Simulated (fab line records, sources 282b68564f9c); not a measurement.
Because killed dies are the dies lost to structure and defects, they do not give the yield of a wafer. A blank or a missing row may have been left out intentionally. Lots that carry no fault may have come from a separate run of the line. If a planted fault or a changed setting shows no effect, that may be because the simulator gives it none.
fab line records + flow rit-cmos
record:
- lots: 5
- wafers: 15
- last-day: 7
route steps=202 shown SILICIDE@163 CONTACT@168
lots with no fault: from the same line, run without faults
start-h: start of the lot's first displayed wafer, in hours after the record's first day + wait-h: how many hours have passed since the lot's step before this one + " identical to the entry in the row above + L1.1+2: a row that stands for several wafers + - no value present, or no start provided + * or withheld: withheld + < > ~ a bound
route shown NAME@n: NAME is a module with steps in the file, n the number in the route of the first one + usual: average and standard deviation across the fault-free wafers + same: alike in all rows + chamber/n: place in a boat + sites: the reading at each site + _std_site: standard deviation of those values + _edge_site: the outer-site mean with the inner-site mean subtracted + radius-mm: for every site, how far away it sits from the centre of the wafer + mask NAME#n: copy n + behind: the tool/chamber that last shaped the wafer + hold: the reason the lot was held/the length of the hold in hours/how it ended + device: whichever transistor did not switch (one of n, p or np) + end of line: tests of these same wafers at the route's end + a step given without rows: its recipe and nothing more + killed: at the first sort, the dies lost to defects and structure; wafer yield is something else + map: a wafer's dies, x killed, . not, _ none there
set.NAME: the run value of the setting; set.NAME@STEP: its run value at that earlier step + model.NAME: the simulator's own value behind a step, which no gauge read
a table for each step, a row for each wafer; lots at some steps of the route
services: a tool's chamber out of use, with start hour (start-h, from the record's first day; less than 0 if before it), hours out, and reason
== steps ==
step: RIT_SILICIDE_RS_MEAS_02
recipe:
- thk-meas-gauge: four-point-probe
- reads: Ti_of_SILICIDE_SPUTTER_01
usual:
- SILICIDE_TI_RS: 48.0/0.67
| lot.wafer | tool          | chamber | start-h | wait-h | SILICIDE_TI_RS[ohm/sq] |
|-----------|---------------|---------|---------|--------|------------------------|
| L076.2    | film-metro-01 | -       | 60.36   | 0.1    | 48.9                   |
| L076.4    | "             | -       | "       | "      | 50.2                   |
| L076.6    | "             | -       | "       | "      | 49.1                   |
| L078.2    | film-metro-03 | -       | 71.15   | 0.1    | 46.6                   |
| L078.5    | "             | -       | "       | "      | 46.8                   |
| L078.6    | "             | -       | "       | "      | 46.7                   |
| L083.2    | film-metro-02 | -       | 95.98   | 0.1    | 48.4                   |
| L083.3    | "             | -       | "       | "      | 48.6                   |
| L083.6    | "             | -       | "       | "      | 48.2                   |
| L086.1    | film-metro-02 | -       | 110.33  | 0.1    | 47.7                   |
| L086.2    | "             | -       | "       | "      | 47.6                   |
| L086.6    | "             | -       | "       | "      | 48.8                   |
| L096.2    | film-metro-02 | -       | 160.14  | 0.1    | 48.6                   |
| L096.4    | "             | -       | "       | "      | 47.6                   |
| L096.6    | "             | -       | "       | "      | 47.9                   |
step: RIT_SILICIDE_THK_MEAS_03
recipe:
- thk-meas-gauge: xrf
- reads: Ti_of_SILICIDE_SPUTTER_01
usual:
- SILICIDE_TI_THK: 30.1/0.38
| lot.wafer | tool          | chamber | start-h | wait-h | SILICIDE_TI_THK[nm] |
|-----------|---------------|---------|---------|--------|---------------------|
| L076.2    | film-metro-01 | -       | 60.47   | 0.1    | 29.6                |
| L076.4    | "             | -       | "       | "      | 29.0                |
| L076.6    | "             | -       | "       | "      | 29.4                |
| L078.2    | film-metro-03 | -       | 71.26   | 0.1    | 30.9                |
| L078.5    | "             | -       | "       | "      | 30.8                |
| L078.6    | "             | -       | "       | "      | 30.9                |
| L083.2    | film-metro-02 | -       | 96.09   | 0.1    | 30.1                |
| L083.3    | "             | -       | "       | "      | 29.9                |
| L083.6    | "             | -       | "       | "      | 30.2                |
| L086.1    | film-metro-02 | -       | 110.45  | 0.1    | 30.4                |
| L086.2    | "             | -       | "       | "      | 30.5                |
| L086.6    | "             | -       | "       | "      | 29.9                |
| L096.2    | film-metro-02 | -       | 160.25  | 0.1    | 30.0                |
| L096.4    | "             | -       | "       | "      | 30.4                |
| L096.6    | "             | -       | "       | "      | 30.3                |
step: RIT_SILICIDE_RTA_04
recipe:
- temp-c: 650
- time-s: 10
- idle-temp-c: 25
- ramp-up-s: 5
- ramp-down-s: 5
- cool-to-c: 25
- ambient: N2
usual:
- anneal-temp-c-max: 653.2/1
- wafer_temp_C_max: 652.6/0.52
| lot.wafer | tool          | chamber | start-h | wait-h | anneal-temp-c-max | wafer_temp_C_max |
|-----------|---------------|---------|---------|--------|-------------------|------------------|
| L076.2    | rtp-anneal-02 | 0       | 60.53   | 0.1    | 654.3             | 652.1            |
| L076.4    | "             | 0       | "       | "      | 654.6             | 653.0            |
| L076.6    | "             | 0       | "       | "      | 654.6             | 652.8            |
| L078.2    | rtp-anneal-02 | 0       | 71.34   | 0.1    | 654.3             | 652.6            |
| L078.5    | "             | 0       | "       | "      | 655.0             | 652.7            |
| L078.6    | "             | 0       | "       | "      | 654.0             | 653.4            |
| L083.2    | rtp-anneal-01 | 0       | 96.15   | 0.1    | 652.5             | 652.8            |
| L083.3    | "             | 0       | "       | "      | 652.4             | 652.0            |
| L083.6    | "             | 0       | "       | "      | 652.2             | 652.9            |
| L086.1    | rtp-anneal-02 | 0       | 110.51  | 0.1    | 654.4             | 652.5            |
| L086.2    | "             | 0       | "       | "      | 655.9             | 651.1            |
| L086.6    | "             | 0       | "       | "      | 654.7             | 652.2            |
| L096.2    | rtp-anneal-02 | 0       | 160.31  | 0.1    | 654.3             | 652.7            |
| L096.4    | "             | 0       | "       | "      | 653.0             | 651.7            |
| L096.6    | "             | 0       | "       | "      | 654.2             | 652.8            |
step: RIT_SILICIDE_WET_ETCH_05
recipe:
- chemistry: SPM
- target: Ti
- temp-c: 90
- time-s: 120
- dry: n2-spin
| lot.wafer  | tool         | chamber | start-h | wait-h |
|------------|--------------|---------|---------|--------|
| L076.2+4+6 | wet-bench-04 | 0       | 60.58   | 0.0    |
| L078.2+5+6 | wet-bench-04 | 3       | 71.45   | 0.1    |
| L083.2+3+6 | wet-bench-01 | 0       | 96.21   | 0.0    |
| L086.1+2+6 | wet-bench-04 | 2       | 110.58  | 0.1    |
| L096.2+4+6 | wet-bench-01 | 1       | 160.37  | 0.0    |
step: RIT_SILICIDE_RTA_06
recipe:
- temp-c: 750
- time-s: 10
- idle-temp-c: 25
- ramp-up-s: 5
- ramp-down-s: 10
- cool-to-c: 25
- ambient: N2
usual:
- anneal-temp-c-max: 753.9/1.2
- wafer_temp_C_max: 752.9/0.52
| lot.wafer | tool          | chamber | start-h | wait-h | anneal-temp-c-max | wafer_temp_C_max |
|-----------|---------------|---------|---------|--------|-------------------|------------------|
| L076.2    | rtp-anneal-01 | 0       | 60.64   | 0.0    | 752.0             | 753.7            |
| L076.4    | "             | 0       | "       | "      | 752.1             | 752.4            |
| L076.6    | "             | 0       | "       | "      | 753.6             | 753.3            |
| L078.2    | rtp-anneal-01 | 0       | 71.50   | 0.0    | 753.7             | 752.4            |
| L078.5    | "             | 0       | "       | "      | 753.4             | 753.3            |
| L078.6    | "             | 0       | "       | "      | 752.7             | 753.4            |
| L083.2    | rtp-anneal-02 | 0       | 96.26   | 0.0    | 754.0             | 754.0            |
| L083.3    | "             | 0       | "       | "      | 754.4             | 752.6            |
| L083.6    | "             | 0       | "       | "      | 753.2             | 753.5            |
| L086.1    | rtp-anneal-01 | 0       | 110.62  | 0.0    | 753.2             | 752.8            |
| L086.2    | "             | 0       | "       | "      | 752.2             | 752.7            |
| L086.6    | "             | 0       | "       | "      | 752.2             | 752.7            |
| L096.2    | rtp-anneal-01 | 0       | 160.43  | 0.0    | 752.9             | 752.5            |
| L096.4    | "             | 0       | "       | "      | 751.9             | 753.1            |
| L096.6    | "             | 0       | "       | "      | 753.3             | 753.4            |
step: RIT_CONTACT_CVD_00
recipe:
- material: SiO2
- target-thk-nm: 400
- precursor: TEOS
- temp-c: 390
- time-s: 61
- rf-w: 400
usual:
- heater-power-w: 341/65
- rf-fwd-power-W: 396.4/1.7
| lot.wafer | tool     | chamber | start-h | wait-h | heater-power-w | rf-fwd-power-W |
|-----------|----------|---------|---------|--------|----------------|----------------|
| L076.2    | pecvd-02 | 1       | 60.70   | 0.0    | 430            | 396.2          |
| L076.4    | "        | 2       | "       | "      | 287            | 396.5          |
| L076.6    | "        | 0       | "       | "      | 309            | 397.3          |
| L078.2    | pecvd-01 | 0       | 71.55   | 0.0    | 308            | 395.3          |
| L078.5    | "        | 1       | "       | "      | 297            | 395.1          |
| L078.6    | "        | 2       | "       | "      | 443            | 395.1          |
| L083.2    | pecvd-04 | 0       | 96.32   | 0.0    | 310            | 397.8          |
| L083.3    | "        | 1       | "       | "      | 329            | 396.6          |
| L083.6    | "        | 1       | "       | "      | 343            | 396.8          |
| L086.1    | pecvd-04 | 1       | 110.68  | 0.1    | 318            | 397.3          |
| L086.2    | "        | 2       | "       | "      | 474            | 393.8          |
| L086.6    | "        | 2       | "       | "      | 371            | 393.2          |
| L096.2    | pecvd-01 | 2       | 160.48  | 0.0    | 439            | 396.4          |
| L096.4    | "        | 0       | "       | "      | 249            | 396.6          |
| L096.6    | "        | 1       | "       | "      | 310            | 394.5          |
step: RIT_CONTACT_THK_MEAS_01
recipe:
- reads: SiO2_of_CONTACT_CVD_00
usual:
- CONTACT_TEOS_THK: 401/4.7
| lot.wafer | tool          | chamber | start-h | wait-h | CONTACT_TEOS_THK[nm] |
|-----------|---------------|---------|---------|--------|----------------------|
| L076.2    | film-metro-04 | -       | 60.76   | 0.0    | 401                  |
| L076.4    | "             | -       | "       | "      | 403                  |
| L076.6    | "             | -       | "       | "      | 408                  |
| L078.2    | film-metro-02 | -       | 71.62   | 0.0    | 398                  |
| L078.5    | "             | -       | "       | "      | 405                  |
| L078.6    | "             | -       | "       | "      | 396                  |
| L083.2    | film-metro-04 | -       | 96.38   | 0.0    | 403                  |
| L083.3    | "             | -       | "       | "      | 400                  |
| L083.6    | "             | -       | "       | "      | 405                  |
| L086.1    | film-metro-03 | -       | 110.74  | 0.0    | 392                  |
| L086.2    | "             | -       | "       | "      | 398                  |
| L086.6    | "             | -       | "       | "      | 401                  |
| L096.2    | film-metro-03 | -       | 160.54  | 0.0    | 400                  |
| L096.4    | "             | -       | "       | "      | 404                  |
| L096.6    | "             | -       | "       | "      | 408                  |
step: RIT_CONTACT_HMDS_02
recipe:
- prime-time-s: 60
- prime-temp-c: 140
| lot.wafer  | tool           | chamber | start-h | wait-h |
|------------|----------------|---------|---------|--------|
| L076.2+4+6 | litho-track-03 | 0       | 60.83   | 0.1    |
| L078.2+5+6 | litho-track-03 | 0       | 71.69   | 0.1    |
| L083.2+3+6 | litho-track-03 | 0       | 96.45   | 0.1    |
| L086.1+2+6 | litho-track-04 | 0       | 110.80  | 0.1    |
| L096.2+4+6 | litho-track-03 | 0       | 160.62  | 0.1    |
step: RIT_CONTACT_COAT_03
recipe:
- resist: NOVOLAK
- spin-rpm: 3250
- resist-thk-nm: 1000
| lot.wafer  | tool           | chamber | start-h | wait-h |
|------------|----------------|---------|---------|--------|
| L076.2+4+6 | litho-track-03 | 0       | 60.98   | 0.1    |
| L078.2+5+6 | litho-track-03 | 0       | 71.84   | 0.1    |
| L083.2+3+6 | litho-track-03 | 0       | 96.60   | 0.1    |
| L086.1+2+6 | litho-track-04 | 0       | 110.95  | 0.1    |
| L096.2+4+6 | litho-track-03 | 0       | 160.77  | 0.1    |
step: RIT_CONTACT_SOFTBAKE_04
recipe:
- resist: NOVOLAK
- temp-c: 90
- time-s: 60
| lot.wafer  | tool           | chamber | start-h | wait-h |
|------------|----------------|---------|---------|--------|
| L076.2+4+6 | litho-track-03 | 0       | 61.13   | 0.1    |
| L078.2+5+6 | litho-track-03 | 0       | 71.99   | 0.1    |
| L083.2+3+6 | litho-track-03 | 0       | 96.75   | 0.1    |
| L086.1+2+6 | litho-track-04 | 0       | 111.10  | 0.1    |
| L096.2+4+6 | litho-track-03 | 0       | 160.92  | 0.1    |
step: RIT_CONTACT_EXPOSE_05
recipe:
- mask-id: M11
- na: 0.6
- source-shape: conventional
- sigma-outer: 0.5
- target-cd-nm: 1000
- dose-mj: 250
usual:
- reticle-temp-C: 23.03/0.095
- stage-vel-mm-s: 499.96/0.24
same:
- na: 0.6
- sigma-outer: 0.5
| lot.wafer | tool             | chamber | start-h | wait-h | mask  | reticle-temp-C | stage-vel-mm-s |
|-----------|------------------|---------|---------|--------|-------|----------------|----------------|
| L076.2    | iline-stepper-02 | 0       | 61.28   | 0.1    | M11#0 | 23.08          | 499.86         |
| L076.4    | "                | 0       | "       | "      | M11#0 | 23.00          | 499.80         |
| L076.6    | "                | 0       | "       | "      | M11#0 | 23.01          | 500.01         |
| L078.2    | iline-stepper-02 | 0       | 72.13   | 0.1    | M11#0 | 23.03          | 500.07         |
| L078.5    | "                | 0       | "       | "      | M11#0 | 23.23          | 500.11         |
| L078.6    | "                | 0       | "       | "      | M11#0 | 23.05          | 499.94         |
| L083.2    | iline-stepper-01 | 0       | 96.90   | 0.1    | M11#0 | 22.92          | 499.94         |
| L083.3    | "                | 0       | "       | "      | M11#0 | 23.07          | 499.97         |
| L083.6    | "                | 0       | "       | "      | M11#0 | 22.92          | 500.11         |
| L086.1    | iline-stepper-01 | 0       | 111.25  | 0.1    | M11#0 | 23.22          | 499.54         |
| L086.2    | "                | 0       | "       | "      | M11#0 | 23.19          | 499.98         |
| L086.6    | "                | 0       | "       | "      | M11#0 | 23.19          | 499.79         |
| L096.2    | iline-stepper-01 | 0       | 161.06  | 0.1    | M11#0 | 23.10          | 500.10         |
| L096.4    | "                | 0       | "       | "      | M11#0 | 23.24          | 499.79         |
| L096.6    | "                | 0       | "       | "      | M11#0 | 23.09          | 500.04         |
step: RIT_CONTACT_PEB_06
recipe:
- resist: NOVOLAK
- temp-c: withheld
- time-s: withheld
| lot.wafer  | tool           | chamber | start-h | wait-h |
|------------|----------------|---------|---------|--------|
| L076.2+4+6 | litho-track-03 | 0       | 61.40   | 0.1    |
| L078.2+5+6 | litho-track-04 | 0       | 72.26   | 0.1    |
| L083.2+3+6 | litho-track-01 | 0       | 97.02   | 0.1    |
| L086.1+2+6 | litho-track-01 | 0       | 111.36  | 0.1    |
| L096.2+4+6 | litho-track-03 | 0       | 161.18  | 0.1    |
step: RIT_CONTACT_DEVELOP_07
recipe:
- resist: NOVOLAK
- develop-time-s: 120
- dev-temp-c: 23
| lot.wafer  | tool           | chamber | start-h | wait-h |
|------------|----------------|---------|---------|--------|
| L076.2+4+6 | litho-track-03 | 0       | -       | -      |
| L078.2+5+6 | litho-track-04 | 0       | -       | -      |
| L083.2+3+6 | litho-track-01 | 0       | -       | -      |
| L086.1+2+6 | litho-track-01 | 0       | -       | -      |
| L096.2+4+6 | litho-track-03 | 0       | -       | -      |
step: RIT_CONTACT_CD_MEAS_08
recipe:
- target-cd-nm: 1000
usual:
- cd-nm: 1000.0/2.9
| lot.wafer | tool      | chamber | start-h | wait-h | cd-nm  |
|-----------|-----------|---------|---------|--------|--------|
| L076.2    | cd-sem-02 | -       | 61.79   | -      | 994.5  |
| L076.4    | "         | -       | "       | "      | 994.6  |
| L076.6    | "         | -       | "       | "      | 995.9  |
| L078.2    | cd-sem-02 | -       | 72.65   | -      | 999.2  |
| L078.5    | "         | -       | "       | "      | 1000.1 |
| L078.6    | "         | -       | "       | "      | 1000.9 |
| L083.2    | cd-sem-01 | -       | 97.41   | -      | 1001.9 |
| L083.3    | "         | -       | "       | "      | 1004.7 |
| L083.6    | "         | -       | "       | "      | 1003.8 |
| L086.1    | cd-sem-01 | -       | 111.76  | -      | 996.7  |
| L086.2    | "         | -       | "       | "      | 1001.8 |
| L086.6    | "         | -       | "       | "      | 998.0  |
| L096.2    | cd-sem-01 | -       | 161.58  | -      | 1001.1 |
| L096.4    | "         | -       | "       | "      | 1000.9 |
| L096.6    | "         | -       | "       | "      | 1001.5 |
step: RIT_CONTACT_OVL_MEAS_09
usual:
- CONTACT_OVL: -0.5/1.7
| lot.wafer | tool       | chamber | start-h | wait-h | CONTACT_OVL[nm] |
|-----------|------------|---------|---------|--------|-----------------|
| L076.2    | overlay-01 | -       | 61.90   | 0.1    | -1.0            |
| L076.4    | "          | -       | "       | "      | -1.5            |
| L076.6    | "          | -       | "       | "      | -0.4            |
| L078.2    | overlay-02 | -       | 72.76   | 0.1    | -0.2            |
| L078.5    | "          | -       | "       | "      | 0.7             |
| L078.6    | "          | -       | "       | "      | -0.4            |
| L083.2    | overlay-01 | -       | 97.52   | 0.1    | -0.5            |
| L083.3    | "          | -       | "       | "      | -0.6            |
| L083.6    | "          | -       | "       | "      | 0.3             |
| L086.1    | overlay-02 | -       | 111.88  | 0.1    | -0.6            |
| L086.2    | "          | -       | "       | "      | -0.4            |
| L086.6    | "          | -       | "       | "      | 0.1             |
| L096.2    | overlay-01 | -       | 161.69  | 0.1    | 0.5             |
| L096.4    | "          | -       | "       | "      | 0.7             |
| L096.6    | "          | -       | "       | "      | 0.2             |
step: RIT_CONTACT_HARDBAKE_10
recipe:
- resist: NOVOLAK
- temp-c: 140
- time-s: 60
| lot.wafer  | tool           | chamber | start-h | wait-h |
|------------|----------------|---------|---------|--------|
| L076.2+4+6 | litho-track-03 | 0       | 61.95   | 0.0    |
| L078.2+5+6 | litho-track-01 | 0       | 72.81   | 0.0    |
| L083.2+3+6 | litho-track-03 | 0       | 97.58   | 0.0    |
| L086.1+2+6 | litho-track-01 | 0       | 111.92  | 0.0    |
| L096.2+4+6 | litho-track-01 | 0       | 161.74  | 0.0    |
== services ==
| tool             | chamber | start-h | hours | kind                    |
|------------------|---------|---------|-------|-------------------------|
| pecvd-04         | 0       | 39.77   | 3.6   | repair                  |
| pecvd-04         | -       | 41.80   | 6.0   | pm                      |
| iline-stepper-01 | 0       | 42.21   | -     | calibration             |
| pecvd-02         | -       | 42.29   | 2.8   | pm                      |
| iline-stepper-01 | -       | 45.80   | 2.1   | pm                      |
| iline-stepper-01 | -       | 47.88   | -     | consumable-replace:lamp |
| iline-stepper-01 | -       | 48.14   | 11.8  | repair                  |
| pecvd-04         | 2       | 59.96   | 5.9   | repair                  |
| pecvd-01         | -       | 75.59   | 2.3   | repair                  |
| iline-stepper-02 | -       | 110.06  | 4.4   | repair                  |
| iline-stepper-01 | -       | 123.65  | 1.7   | pm                      |
| iline-stepper-01 | -       | 126.06  | 9.4   | repair                  |
| pecvd-01         | 0       | 142.86  | 4.2   | repair                  |
== key ==
fault none
